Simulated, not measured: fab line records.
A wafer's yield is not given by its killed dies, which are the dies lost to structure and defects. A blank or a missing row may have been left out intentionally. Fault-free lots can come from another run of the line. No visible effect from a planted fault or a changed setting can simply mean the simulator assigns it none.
The same fault as seen by 2 desks -- flow berkeley_cmos170 -- each desk holds nothing but its own numbers, with what lay behind them at the end

## AT THE TOOL OWNER'S DESK: implanter-01
The tool's own readings at UCB170_NLDD_IMPLANT_09: means of the sampled wafers that have a number, for each lot that ran on this tool. Marked OUT: a lot whose mean sits more than 4 standard deviations from the usual mean, which makes it out of limits; the brackets give that distance.
Columns: A = dose_ions_cm2 at UCB170_NLDD_IMPLANT_09, usual 5.001e+13; B = faraday_current_uA at UCB170_NLDD_IMPLANT_09, usual 159
lot,first seen here,A,B
L820,day 7 01:43,4.999e+13,158
L823,day 8 05:16,4.992e+13,160
L828,day 9 18:55,7.087e+13 (+99 or more) OUT,219 (+18) OUT
L832,day 10 17:53,7.077e+13 (+99 or more) OUT,226 (+20) OUT
This desk's verdict: out of limits on L828, L832, starting with L828 at day 9 18:55 (dose_ions_cm2 at UCB170_NLDD_IMPLANT_09). In limits: L820, L823.

## AT THE METROLOGY DESK
Means of the sampled wafers that have a number, per lot and without regard to the tool the lot ran on: this is what the gauges read. Marked OUT: a lot whose mean sits more than 4 standard deviations from the usual mean, which makes it out of limits; the brackets give that distance.
Columns: A = PLDD_OVL at UCB170_PLDD_OVL_MEAS_07, usual -2 nm; B = NLDD_TW at UCB170_NLDD_TW_MEAS_11, usual 2207; C = SPACER_TEOS_THK at UCB170_SPACER_THK_MEAS_01, usual 376 nm; D = NLDD_RS at UCB170_SDANNEAL_RS_MEAS_05, usual 616.2 ohm/sq
lot,first seen here,A,B,C,D
L815,day 6 05:01,-7,2220,372,618.0
L817,day 6 19:25,-8,2215,381,615.0
L818,day 6 23:00,7,2212,378,615.8
L820,day 6 23:23,0,2181,380,616.3
L821,day 8 00:32,3,2219,383,616.5
L823,day 8 00:41,1,2214,379,616.6
L825,day 8 11:01,-2,2223,381,614.8
L826,day 8 20:42,-3,2191,372,615.5
L831,day 9 12:01,0,2192,375,616.1
L828,day 9 12:07,-6,2327 (+8.0) OUT,377,541.9 (-57) OUT
L832,day 10 15:53,-4,2306 (+6.6) OUT,372,541.4 (-58) OUT
L835,day 10 16:07,5,2223,379,615.5
L836,day 11 02:55,1,2210,382,618.7
L838,day 11 14:25,-8,2220,374,615.1
This desk's result: L828, L832 out of limits, first on L828 (NLDD_TW at UCB170_NLDD_TW_MEAS_11), day 9 19:08. In limits: L815, L817, L818, L820, L821, L823, L825, L826, L831, L835, L836, L838.

## PUT TOGETHER
The tool owner's desk had the chance to raise an alarm at day 9 18:55 on L828, L832.
On L828, L832, the metrology desk was in a position to raise an alarm at day 9 19:08.
UCB170_NLDD_IMPLANT_09 was run on implanter-01 by each of the lots named.

## WHAT WAS PUT IN BY THE SIMULATOR
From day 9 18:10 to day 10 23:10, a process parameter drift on implanter-01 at UCB170_NLDD_IMPLANT_09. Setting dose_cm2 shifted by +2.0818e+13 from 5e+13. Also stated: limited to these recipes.
Shown lots that were struck: L828, L832.
Delay (hours) between the fault's onset and each desk's first out-of-limits reading: 1 at the tool owner's desk, 1 at the metrology desk.
